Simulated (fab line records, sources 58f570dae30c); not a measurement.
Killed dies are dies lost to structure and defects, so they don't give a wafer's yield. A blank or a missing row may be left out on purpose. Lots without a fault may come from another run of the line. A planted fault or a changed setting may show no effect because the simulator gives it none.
Which tool did it? | flow berkeley_cmos170 | 7 lots, 21 wafers sampled, at 2 steps of a route of 331

WHAT THE GAUGES READ, wafer by wafer
UCB170_NVT_TW_MEAS_09.
lot  | measured     | on            | NVT_TW
L998 | day 5 15:51  | film_metro-03 | 522 521 519
L101 | day 6 13:50  | film_metro-03 | 519 518 519
L103 | day 6 14:11  | film_metro-03 | 518 519 517
L105 | day 7 15:07  | film_metro-04 | 520 519 520
L112 | day 8 22:29  | film_metro-03 | 547 545 545 545 547 547
L116 | day 9 19:58  | film_metro-01 | 537 540 539 538 537 538
L119 | day 10 05:42 | film_metro-03 | 520 520 519

WHICH TOOL RAN EACH LOT (tool, then ch and the chambers of the sampled wafers, then the start)
lot  | UCB170_NVT_IMPLANT_07
L998 | implanter-02 ch 0, day 5 15:36
L101 | implanter-03 ch 0, day 6 13:35
L103 | implanter-02 ch 0, day 6 13:53
L105 | implanter-04 ch 0, day 7 14:52
L112 | implanter-02 ch 0, day 8 22:15
L116 | implanter-02 ch 0, day 9 19:44
L119 | implanter-03 ch 0, day 10 05:29
- UCB170_NVT_IMPLANT_07

THE ANSWER, worked out from the rows above alone
Rule: what is usual is taken from the lots themselves. Put in order of their means at a reading, lots are off if they are a third of the lots or fewer, leave a main group of 4 or more, and stand apart from it by a gap of 3 or more times the standard deviation of the main group's means; of several such gaps the widest counts. A main group whose means are all the same, to the digits that the tables above print for the reading, isn't used. A lot without any number at a reading at which 4 lots or more have one is off too. The other lots that the step has rows for count as sound.
Off: L112, L116, at UCB170_NVT_TW_MEAS_09 (NVT_TW). The main group: mean 519, standard deviation 0.92.
A tool fits if, at a process step before that reading, it ran every lot that is off, and no sound lot after the first of them. The gauges at UCB170_NVT_TW_MEAS_09 are tried like those tools. One fits: implanter-02 at UCB170_NVT_IMPLANT_07. Its last sound lot is L103 (day 6 13:53), its first lot that is off L112 (day 8 22:15): a fault that began between those two fits.

WHAT THE SIMULATOR HAD PUT IN
Process parameter drift: implanter-02, from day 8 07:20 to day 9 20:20, at UCB170_NVT_IMPLANT_07. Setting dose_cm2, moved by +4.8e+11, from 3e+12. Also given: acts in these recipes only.
Lots struck among those shown: L112, L116. The rule above found the same.
